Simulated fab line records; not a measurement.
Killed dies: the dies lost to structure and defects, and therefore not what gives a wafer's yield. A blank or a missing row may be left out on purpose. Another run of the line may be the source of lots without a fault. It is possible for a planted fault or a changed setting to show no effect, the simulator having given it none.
Code-filled problem report in 8D (eight disciplines) form ; flow berkeley-cmos170 ; the parts of the form that need people (team, actions taken, sign-off) are left out

1. THE ISSUE
At UCB170_M3_COAT_10, spin-speed-rpm averages 1468.3 rpm over 9 wafers from 3 lots, while fault-free wafers read 1499.8 rpm, standard deviation 0.95. Relative to the usual mean, that is a shift of -33 standard deviations.
The step: resist thk 900 nm.
First seen on wafer L755.1, day 10 11:00, on litho-track-01. The record has a number at this step for 45 wafers belonging to 15 lots. Rule for "out" (also "out of limits"): further than 4 standard deviations from the usual mean. The rest of the wafers with a number are treated as sound.

2. WHAT IT IS, WHAT IT ISN'T
question;is;is not
which readings at this step;spin-speed-rpm;exhaust-pa
which lots;L755, L756, L759;L746, L747, L748, L749, L750, L751, L752, L753, L754, L758, L768, L769
which wafers of those lots;all that have a number;-
read on which tools;litho-track-01;litho-track-03, litho-track-04
when;from day 10 11:00;"up to then (27 sound wafers); but 9 sound wafers of L758, L768, L769 came after"

3. SUSPECTS, AND WHAT RULES EACH OUT
Counting: a tool at any process step up to the reading remains a suspect when it ran all the lots that are out and ran no sound lot after the first of those.
- litho-track-01 at UCB170_M3_COAT_10 (resist thk 900 nm): kept. It ran every lot that is out, first L755 (day 10 11:00), and no sound lot after that; its last sound lot up to then is L752 (day 10 11:00). On those wafers its own readings are out: spin-speed-rpm.
The count leaves litho-track-01 at UCB170_M3_COAT_10.

4. THE CAUSE (what the simulator had put in)
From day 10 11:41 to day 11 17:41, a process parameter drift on litho-track-01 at UCB170_M3_COAT_10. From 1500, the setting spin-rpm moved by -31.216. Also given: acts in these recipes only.
This tool alone remained once counting was done.

5. SEQUENCE OF EFFECTS, ordered by route
Each row: a reading whose mean over the struck wafers that have a number lies more than 3 standard deviations from the usual. Only readings whose record carries a usual standard deviation are examined. hours: median over the lots of the time between each lot's start at the first step of this table that gives one and its start at this step. sigmas: the change, counted in usual standard deviations.
hours;step;reading;usual;on struck wafers;change;sigmas
0;UCB170_M3_COAT_10;spin-speed-rpm;1499.8 rpm;1468.3;-31.5;-33
The process steps in it:
- UCB170_M3_COAT_10: resist thk 900 nm.

6. WHAT WOULD HAVE CAUGHT IT SOONER
In this record the first reading out of limits was taken at day 10 11:00.
